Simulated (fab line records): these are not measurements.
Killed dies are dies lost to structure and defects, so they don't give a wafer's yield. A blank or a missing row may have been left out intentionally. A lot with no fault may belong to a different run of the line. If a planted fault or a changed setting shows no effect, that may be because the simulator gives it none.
What tool caused it? ; flow berkeley_cmos170 ; 15 lots with 45 wafers sampled at 6 steps, on a route of 331 steps

WHAT THE GAUGES SHOWED, per wafer
UCB170_SCREENOX_THK_MEAS_02.
lot;measured;on;SCREENOX_OXIDE_THK (nm)
L907;day 5 09:16;film_metro-01;14.64 14.70 14.68
L906;day 5 09:17;film_metro-02;14.44 14.37 14.51
L909;day 5 09:18;film_metro-03;14.13 14.50 14.22
L908;day 5 09:20;film_metro-02;14.71 14.58 14.88
L910;day 5 17:50;film_metro-02;13.95 13.83 13.76
L911;day 6 02:17;film_metro-03;14.56 14.45 14.73
L912;day 6 02:17;film_metro-02;14.59 14.60 14.49
L913;day 6 10:55;film_metro-01;14.44 14.72 14.40
L914;day 6 10:55;film_metro-02;14.27 14.40 14.42
L916;day 6 18:35;film_metro-02;14.26 14.65 14.43
L915;day 6 18:36;film_metro-03;14.76 14.55 14.57
L917;day 7 05:05;film_metro-03;14.04 13.92 14.11
L918;day 7 05:07;film_metro-01;14.40 14.35 14.33
L920;day 7 18:23;film_metro-02;14.58 14.42 14.73
L919;day 7 18:28;film_metro-02;14.47 14.61 14.70

UCB170_GATE_CD_MEAS_12: target cd 350 nm.
lot;measured;on;cd_nm (nm)
L907;day 6 02:08;cd_sem-02;349.3 348.7 349.5
L906;day 6 02:20;cd_sem-01;349.6 348.4 348.7
L909;day 6 02:32;cd_sem-01;349.2 349.4 349.7
L908;day 6 02:29;cd_sem-02;350.7 351.1 350.6
L910;day 6 12:55;cd_sem-02;349.4 347.9 349.1
L911;day 6 18:23;cd_sem-02;350.0 350.0 349.9
L912;day 6 18:45;cd_sem-02;350.6 351.0 351.3
L913;day 7 06:40;cd_sem-01;349.2 349.7 349.6
L914;day 7 06:25;cd_sem-02;349.5 350.3 349.3
L916;day 7 16:30;cd_sem-02;350.5 348.6 348.9
L915;day 7 17:00;cd_sem-01;349.5 349.3 350.1
L917;day 8 01:29;cd_sem-02;348.9 348.5 346.9
L918;day 8 01:16;cd_sem-01;349.9 348.9 350.7
L920;day 8 14:16;cd_sem-02;350.6 350.8 350.1
L919;day 8 14:19;cd_sem-01;350.4 350.5 351.3

UCB170_PLDD_TW_MEAS_11.
lot;measured;on;PLDD_TW
L907;day 6 04:32;film_metro-02;1029 1024 1019
L906;day 6 04:46;film_metro-03;1006 1005 1004
L909;day 6 05:01;film_metro-03;1006 1008 1007
L908;day 6 05:07;film_metro-03;1014 1005 1004
L910;day 6 15:18;film_metro-01;999 996 994
L911;day 6 20:44;film_metro-03;1008 1004 1005
L912;day 6 20:58;film_metro-02;1027 1022 1024
L913;day 7 10:07;film_metro-02;1022 1021 1023
L914;day 7 09:53;film_metro-02;1014 1016 1021
L916;day 7 19:07;film_metro-02;1021 1023 1027
L915;day 7 19:38;film_metro-03;1009 1010 1007
L917;day 8 03:40;film_metro-03;879 877 874 877 879 876
L918;day 8 03:26;film_metro-02;895 893 895 896 892 890
L920;day 8 17:08;film_metro-02;887 891 885 887 889 888
L919;day 8 17:23;film_metro-03;877 875 875 876 879 874

UCB170_SDANNEAL_RS_MEAS_04: measurement is done with a four-point probe.
lot;measured;on;PLDD_RS (ohm/sq)
L907;day 6 16:56;film_metro-01;1033 1035 1036
L906;day 6 19:46;film_metro-02;1031 1026 1027
L909;day 6 19:48;film_metro-01;1031 1030 1033
L908;day 6 19:59;film_metro-03;1033 1033 1034
L910;day 7 01:36;film_metro-01;1034 1034 1032
L911;day 7 09:14;film_metro-02;1032 1035 1033
L912;day 7 09:20;film_metro-01;1033 1034 1034
L913;day 7 23:34;film_metro-03;1037 1035 1035
L914;day 7 22:10;film_metro-03;1033 1039 1035
L916;day 8 06:51;film_metro-03;1032 1035 1033
L915;day 8 06:59;film_metro-02;1032 1033 1029
L917;day 8 20:39;film_metro-01;934 935 936 933 933 933
L918;day 8 16:47;film_metro-02;927 926 927 928 924 928
L920;day 9 14:53;film_metro-01;930 933 931 931 933 933
L919;day 9 08:53;film_metro-03;935 934 933 932 932 930

WHICH TOOL RAN EACH LOT (tool, then ch and the chambers of the sampled wafers, then the start)
lot;UCB170_PLDD_IMPLANT_08;UCB170_NLDD_STRIP_10
L907;implanter-04 ch 0, day 6 04:08;plasma_asher-04 ch 0,1, day 6 06:11
L906;implanter-03 ch 0, day 6 04:23;plasma_asher-01 ch 0,1, day 6 06:28
L909;implanter-04 ch 0, day 6 04:37;plasma_asher-02 ch 0,1, day 6 06:32
L908;implanter-01 ch 0, day 6 04:27;plasma_asher-04 ch 0,1, day 6 06:49
L910;implanter-04 ch 0, day 6 14:54;plasma_asher-04 ch 0,1, day 6 17:02
L911;implanter-04 ch 0, day 6 20:20;plasma_asher-02 ch 0,1, day 6 22:22
L912;implanter-01 ch 0, day 6 20:35;plasma_asher-04 ch 0,1, day 6 22:49
L913;implanter-04 ch 0, day 7 09:45;plasma_asher-01 ch 0,1, day 7 12:02
L914;implanter-03 ch 0, day 7 09:31;plasma_asher-04 ch 0,1, day 7 11:46
L916;implanter-03 ch 0, day 7 18:44;plasma_asher-01 ch 0,1, day 7 20:46
L915;implanter-04 ch 0, day 7 19:16;plasma_asher-04 ch 0,1, day 7 21:31
L917;implanter-04 ch 0, day 8 03:16;plasma_asher-01 ch 0,1, day 8 09:29
L918;implanter-03 ch 0, day 8 03:04;plasma_asher-01 ch 0,1, day 8 07:49
L920;implanter-03 ch 0, day 8 16:44;plasma_asher-04 ch 0,1, day 9 06:33
L919;implanter-04 ch 0, day 8 17:01;plasma_asher-01 ch 0,1, day 9 01:59
- UCB170_PLDD_IMPLANT_08
- UCB170_NLDD_STRIP_10: strips in O2.

WHAT THE TOOLS THEMSELVES READ (means of the sampled wafers that have a number; where no wafer has one, the mark that the record gives instead)
UCB170_PLDD_IMPLANT_08.
lot;tool;tilt_deg (degrees)
L907;implanter-04;6.996
L906;implanter-03;7.024
L909;implanter-04;6.999
L908;implanter-01;6.967
L910;implanter-04;6.990
L911;implanter-04;7.021
L912;implanter-01;7.021
L913;implanter-04;7.001
L914;implanter-03;6.997
L916;implanter-03;7.005
L915;implanter-04;6.957
L917;implanter-04;6.999
L918;implanter-03;6.983
L920;implanter-03;6.986
L919;implanter-04;6.998

UCB170_NLDD_STRIP_10.
lot;tool;drypump_motor_current_A (A);oes_product_au (a.u.);strip_time_to_endpoint_s (s)
L907;plasma_asher-04;6.4;0.733;21.64
L906;plasma_asher-01;5.2;0.736;21.72
L909;plasma_asher-02;5.4;0.738;21.58
L908;plasma_asher-04;6.4;0.730;21.58
L910;plasma_asher-04;6.4;0.736;21.58
L911;plasma_asher-02;5.4;0.732;21.62
L912;plasma_asher-04;6.4;0.734;21.62
L913;plasma_asher-01;5.2;0.736;21.63
L914;plasma_asher-04;6.4;0.736;21.63
L916;plasma_asher-01;5.5;0.737;21.62
L915;plasma_asher-04;6.4;0.735;21.66
L917;plasma_asher-01;5.6;0.739;21.69
L918;plasma_asher-01;5.5;0.734;21.71
L920;plasma_asher-04;6.4;0.734;21.66
L919;plasma_asher-01;5.5;0.731;21.64

THE ANSWER, worked out from the rows above alone
Rule: the lots themselves supply what counts as usual. Put in order of their means at a reading, lots are off if they are a third of the lots or fewer, leave a main group of 4 or more, and stand apart from it by a gap of 3 or more times the standard deviation of the main group's means; of several such gaps the widest counts. Not used: any main group whose means are identical at the precision the tables above print for the reading. A lot without any number at a reading at which 4 lots or more have one is off too. Any other lot the step has rows for is counted as sound. The gauges are gone through in route order, then the tools' own readings, and for those a lot's mean is taken as printed above. At the first step where some lot is off, the reading lying furthest off is the one used; lots without a number count as furthest.
Off: L917, L918, L920, L919, seen at UCB170_PLDD_TW_MEAS_11 (PLDD_TW). Mean 1013 and standard deviation 9.2 in the main group.
A tool fits if, at a process step before that reading, it ran every lot that is off, and no sound lot after the first of them. Gauges at UCB170_PLDD_TW_MEAS_11: tried the same way as those tools. No candidate that was tried fits.

WHAT WAS PUT IN BY THE SIMULATOR
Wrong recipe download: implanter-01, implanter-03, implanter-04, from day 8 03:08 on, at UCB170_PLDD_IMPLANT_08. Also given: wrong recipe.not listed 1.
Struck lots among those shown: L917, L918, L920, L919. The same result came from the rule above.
